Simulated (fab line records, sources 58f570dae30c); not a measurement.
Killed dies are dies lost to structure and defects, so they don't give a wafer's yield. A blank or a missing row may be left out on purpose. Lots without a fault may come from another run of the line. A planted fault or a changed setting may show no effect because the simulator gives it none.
Which tool did it? | flow berkeley_cmos170 | 14 lots, 42 wafers sampled, at 4 steps of a route of 331

WHAT THE GAUGES READ, wafer by wafer
UCB170_NWELL_THK_MEAS_05.
lot  | measured    | on            | NWELL_NITRIDE_THK (nm)
L971 | day 2 10:51 | film_metro-04 | 225.4 223.8 225.3
L973 | day 2 20:05 | film_metro-02 | 219.5 218.9 219.3
L975 | day 3 02:31 | film_metro-02 | 221.8 221.8 222.4
L974 | day 3 02:31 | film_metro-04 | 220.3 218.4 219.6
L977 | day 3 12:39 | film_metro-04 | 223.4 223.1 224.9
L978 | day 3 21:30 | film_metro-03 | 225.1 224.3 224.8
L979 | day 3 21:30 | film_metro-04 | 223.5 222.2 223.5
L980 | day 4 09:30 | film_metro-04 | 220.5 221.9 223.6
L984 | day 5 02:05 | film_metro-04 | 224.4 221.6 223.7
L986 | day 5 13:16 | film_metro-03 | 223.7 224.2 222.9
L987 | day 5 23:44 | film_metro-02 | 226.2 229.0 226.5
L989 | day 6 07:14 | film_metro-02 | 226.1 229.1 225.8
L992 | day 6 14:58 | film_metro-04 | 223.9 224.0 222.9
L993 | day 7 02:16 | film_metro-03 | 224.3 223.7 226.6

UCB170_NVT_OVL_MEAS_06.
lot  | measured     | on         | NVT_OVL (nm)
L971 | day 6 04:35  | overlay-02 | -5 0 0
L973 | day 6 19:33  | overlay-01 | -5 -3 -6
L975 | day 6 19:12  | overlay-01 | -1 -6 -7
L974 | day 6 19:26  | overlay-01 | 3 -5 -13
L977 | day 7 07:31  | overlay-01 | -3 -2 -2
L978 | day 7 07:42  | overlay-02 | -1 -1 -4
L979 | day 7 19:37  | overlay-02 | 0 -5 -1
L980 | day 7 19:50  | overlay-01 | 4 -3 2
L984 | day 9 10:56  | overlay-02 | -7 -4 -1
L986 | day 9 11:00  | overlay-01 | 3 1 -1
L987 | day 10 05:19 | overlay-02 | -1 -4 -4
L989 | day 10 16:29 | overlay-01 | -5 -10 -6
L992 | day 10 16:20 | overlay-02 | -1 -5 -1
L993 | day 11 13:10 | overlay-02 | 4 -4 -4

UCB170_PLDD_CD_MEAS_06: target cd 1200 nm.
lot  | measured     | on        | cd_nm (nm)
L971 | day 7 00:20  | cd_sem-01 | 1199.3 1199.3 1199.4
L973 | day 7 12:32  | cd_sem-01 | 1199.1 1199.2 1198.4
L975 | day 7 12:16  | cd_sem-02 | 1200.8 1200.9 1199.9
L974 | day 7 12:38  | cd_sem-02 | 1199.5 1200.2 1200.2
L977 | day 8 10:36  | cd_sem-01 | 1199.6 1200.6 1201.0
L978 | day 8 09:41  | cd_sem-02 | 1201.4 1201.0 1200.6
L979 | day 8 20:25  | cd_sem-01 | 1203.4 1202.8 1202.3
L980 | day 8 20:07  | cd_sem-01 | 1199.6 1199.6 1198.4
L984 | day 10 05:23 | cd_sem-02 | 1199.0 1201.1 1200.9
L986 | day 10 05:40 | cd_sem-01 | 1201.5 1202.0 1202.8
L987 | day 10 23:41 | cd_sem-02 | 1201.2 1201.4 1199.7
L989 | day 11 11:32 | cd_sem-01 | 1200.0 1200.7 1200.8
L992 | day 11 11:25 | cd_sem-01 | 1200.3 1201.0 1201.3
L993 | day 12 02:27 | cd_sem-02 | 1200.5 1200.5 1200.6

WHICH TOOL RAN EACH LOT (tool, then ch and the chambers of the sampled wafers, then the start)
lot  | UCB170_PVT_STRIP_08
L971 | plasma_asher-02 ch 0,1, day 6 06:53
L973 | plasma_asher-03 ch 0, day 6 21:51
L975 | plasma_asher-01 ch 0,1, day 6 21:10
L974 | plasma_asher-02 ch 0,1, day 6 21:26
L977 | plasma_asher-03 ch 0,1, day 7 12:37
L978 | plasma_asher-01 ch 0,1, day 7 11:38
L979 | plasma_asher-01 ch 0,1, day 7 21:31
L980 | plasma_asher-03 ch 1, day 7 21:39
L984 | plasma_asher-03 ch 0,1, day 9 14:39
L986 | plasma_asher-03 ch 0,1, day 9 14:55
L987 | plasma_asher-03 ch 0,1, day 10 07:50
L989 | plasma_asher-02 ch 0,1, day 10 22:23
L992 | plasma_asher-01 ch 0,1, day 10 18:17
L993 | plasma_asher-02 ch 0,1, day 11 14:52
- UCB170_PVT_STRIP_08: strips in O2.

WHAT THE TOOLS THEMSELVES READ (means of the sampled wafers that have a number; where no wafer has one, the mark that the record gives instead)
UCB170_PVT_STRIP_08.
lot  | tool            | chamber_pressure_mTorr (mTorr) | drypump_motor_current_A (A) | oes_product_au (a.u.) | strip_time_to_endpoint_s (s)
L971 | plasma_asher-02 | 3503                           | 5.9                         | 0.734                 | 21.62
L973 | plasma_asher-03 | 3502                           | 5.3                         | 0.732                 | 21.59
L975 | plasma_asher-01 | 3500                           | 5.6                         | 0.733                 | 21.57
L974 | plasma_asher-02 | 3499                           | 6.0                         | 0.735                 | 21.62
L977 | plasma_asher-03 | 3499                           | 5.7                         | 0.730                 | 21.52
L978 | plasma_asher-01 | 3502                           | 5.6                         | 0.731                 | 21.63
L979 | plasma_asher-01 | 3500                           | 5.6                         | 0.733                 | 21.64
L980 | plasma_asher-03 | 3499                           | 6.4                         | 0.735                 | 21.65
L984 | plasma_asher-03 | 3498                           | 5.6                         | 0.733                 | 21.60
L986 | plasma_asher-03 | 3501                           | 5.7                         | 0.860                 | 21.51
L987 | plasma_asher-03 | 3498                           | 6.0                         | 0.862                 | 21.55
L989 | plasma_asher-02 | 3502                           | 6.0                         | 0.735                 | 21.64
L992 | plasma_asher-01 | 3500                           | 5.6                         | 0.736                 | 21.63
L993 | plasma_asher-02 | 3501                           | 5.9                         | 0.731                 | 21.54

THE ANSWER, worked out from the rows above alone
Rule: what is usual is taken from the lots themselves. Put in order of their means at a reading, lots are off if they are a third of the lots or fewer, leave a main group of 4 or more, and stand apart from it by a gap of 3 or more times the standard deviation of the main group's means; of several such gaps the widest counts. A main group whose means are all the same, to the digits that the tables above print for the reading, isn't used. A lot without any number at a reading at which 4 lots or more have one is off too. The other lots that the step has rows for count as sound. The gauges are gone through in route order, then the tools' own readings, and for those a lot's mean is taken as printed above. The first step at which some lot is off is used, and at that step the reading that is off furthest; a lot without a number counts as furthest.
Off: L986, L987, at UCB170_PVT_STRIP_08 (oes_product_au). The main group: mean 0.733 a.u., standard deviation 0.0018.
A tool fits if, at that step or a process step before it, it ran every lot that is off, and no sound lot after the first of them. One fits: plasma_asher-03 at UCB170_PVT_STRIP_08. Its last sound lot is L984 (day 9 14:39), its first lot that is off L986 (day 9 14:55): a fault that began between those two fits.
The tool's own readings at UCB170_PVT_STRIP_08 bear it out: on the lots that are off they differ by more than 5 times the standard deviation of the sound lots' means. oes_product_au reads 0.861 a.u. there against 0.733 a.u. on the sound lots.

WHAT THE SIMULATOR HAD PUT IN
Process parameter drift: plasma_asher-03, from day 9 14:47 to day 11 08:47, at UCB170_PVT_STRIP_08. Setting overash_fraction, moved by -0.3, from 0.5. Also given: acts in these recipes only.
Lots struck among those shown: L986, L987. The rule above found the same.
